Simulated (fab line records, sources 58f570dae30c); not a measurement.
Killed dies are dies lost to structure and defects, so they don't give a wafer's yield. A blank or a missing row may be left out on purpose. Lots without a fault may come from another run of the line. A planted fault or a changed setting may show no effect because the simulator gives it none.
Split-lot experiment | flow berkeley_cmos170 | 5 lots, 23 wafers read, on a route of 331 steps

THE SPLIT
At UCB170_V1_CMP_02 (polishes SiO2), the setting leave_above_ref_nm was moved away from the recipe's 1000 nm on 5 of the 23 wafers read, by -3.7% to -2.9%. The other wafers ran this setting at the recipe's value.

The file shows no step between the split and the reading.

THE READING
V1_POLISHED_THK, in nm, at UCB170_V1_THK_MEAS_04. Fault-free wafers of this fab line usually give 1000.9 nm, standard deviation 0.95 nm.

wafer  | tool, chamber at the split | leave_above_ref_nm as run, nm | against the recipe | V1_POLISHED_THK, nm | against lot-mates on the recipe
L076.2 | cmp-02, 0,3                | 1000                          | recipe             | 999.5               | -
L076.3 | cmp-02, 0,3                | 1000                          | recipe             | 1000.2              | -
L076.4 | cmp-02, 2                  | 962.8                         | -3.7%              | 963.5               | -36.4
L076.5 | cmp-02, 0                  | 962.8                         | -3.7%              | 963.4               | -36.5
L076.6 | cmp-02, 1                  | 1000                          | recipe             | 1000.1              | -
L075.1 | cmp-02, 2,3                | 1000                          | recipe             | 1001.2              | -
L075.2 | cmp-02, 0,1                | 1000                          | recipe             | 1001.5              | -
L075.3 | cmp-02, 1                  | 1000                          | recipe             | 1003.1              | -
L075.4 | cmp-02, 2,3                | 1000                          | recipe             | 1001.1              | -
L075.6 | cmp-02, 0,1                | 1000                          | recipe             | 1001.1              | -
L074.1 | cmp-02, 1,3,0              | 1000                          | recipe             | 1001.5              | -
L074.2 | cmp-02, 1,3,0              | 1000                          | recipe             | 1001.3              | -
L074.3 | cmp-02, 1,3,0              | 1000                          | recipe             | 1000.5              | -
L074.4 | cmp-02, 2,1                | 1000                          | recipe             | 1001.1              | -
L074.5 | cmp-02, 2,1                | 1000                          | recipe             | 1000.9              | -
L083.1 | cmp-01, 1                  | 970.6                         | -2.9%              | 972.2               | -29.4
L083.2 | cmp-01, 0                  | 1000                          | recipe             | 1000.5              | -
L083.3 | cmp-01, 3                  | 1000                          | recipe             | 1002.8              | -
L083.4 | cmp-01, 2                  | 970.6                         | -2.9%              | 973.7               | -27.9
L083.6 | cmp-01, 2                  | 970.6                         | -2.9%              | 972.9               | -28.8
L082.1 | cmp-01, 0,1                | 1000                          | recipe             | 1001.3              | -
L082.3 | cmp-01, 0,1                | 1000                          | recipe             | 1000.9              | -
L082.4 | cmp-01, 2                  | 1000                          | recipe             | 1000.7              | -
Where a row lists several chambers, the file gives one row for several wafers and doesn't say which wafer went through which chamber.

THE FIT
A straight line over all 23 wafers: V1_POLISHED_THK changes by +9.86 nm for each +1% of leave_above_ref_nm; r = +1.00; the points scatter about the line by 0.92 nm.
The same after taking each lot's own level away (the mean of its wafers on the recipe; 23 wafers): +9.79 nm for each +1%; r = +1.00; scatter 0.61 nm.
On that fit, the largest move of leave_above_ref_nm shifts the reading by 36 nm.
The lots' own levels span 999.93 to 1001.65 nm, that is 1.8 times the standard deviation above.
So the lot-to-lot level changes the slope little: the two slopes agree.
Check: with one of the wafers moved furthest among these (-3.7%) left out of the fit, the line predicts -36.4 nm for it against its lot-mates. It came out at -36.4 nm against them.

OTHER SPLITS ON THESE WAFERS
These wafers also went through other splits before the reading. Each is held against what the fit with the lots' levels taken away leaves over:
other split on the same wafers    | wafers away from the commonest value | r with V1_POLISHED_THK (lot level and that fit taken away)
UCB170_PSD_PEB_04 peb_temp_c      | 10                                   | +0.04
UCB170_NSD_PEB_04 peb_temp_c      | 10                                   | -0.14
UCB170_SILICIDE_SPUTTER_01 time_s | 11                                   | +0.05
UCB170_CONTACT_ETCH_18 rf_w       | 10                                   | -0.12
UCB170_M1_PEB_07 peb_temp_c       | 11                                   | +0.22

THE WHOLE CHAIN: every reading that the file lists as answering this split, in the file's order
step                  | what it does                                                              | reading                                                                   | change (the file's fit)              | r (the file's)
UCB170_V1_CMP_02      | polishes SiO2                                                             | SiO2_of_V1_CVD_00.thk_nm (the simulator's own value, which no gauge read) | +9.86 nm for each +1% of the setting | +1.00
UCB170_V1_THK_MEAS_04 |                                                                           | V1_POLISHED_THK                                                           | +9.8 for each +1% of the setting     | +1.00
UCB170_V1_ETCH_14     | etches SiO2 in CHF3/CF4/Ar, stops on Al, target depth 1250 nm, time 291 s | etch.depth_nm (the simulator's own value, which no gauge read)            | +9.86 nm for each +1% of the setting | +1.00
UCB170_V1_ETCH_14     | etches SiO2 in CHF3/CF4/Ar, stops on Al, target depth 1250 nm, time 291 s | V1.feature_depth_nm (the simulator's own value, which no gauge read)      | +9.88 nm for each +1% of the setting | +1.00

THE FILE'S OWN FIT
V1_POLISHED_THK changes by +9.8 nm for each +1% of leave_above_ref_nm, r = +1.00.
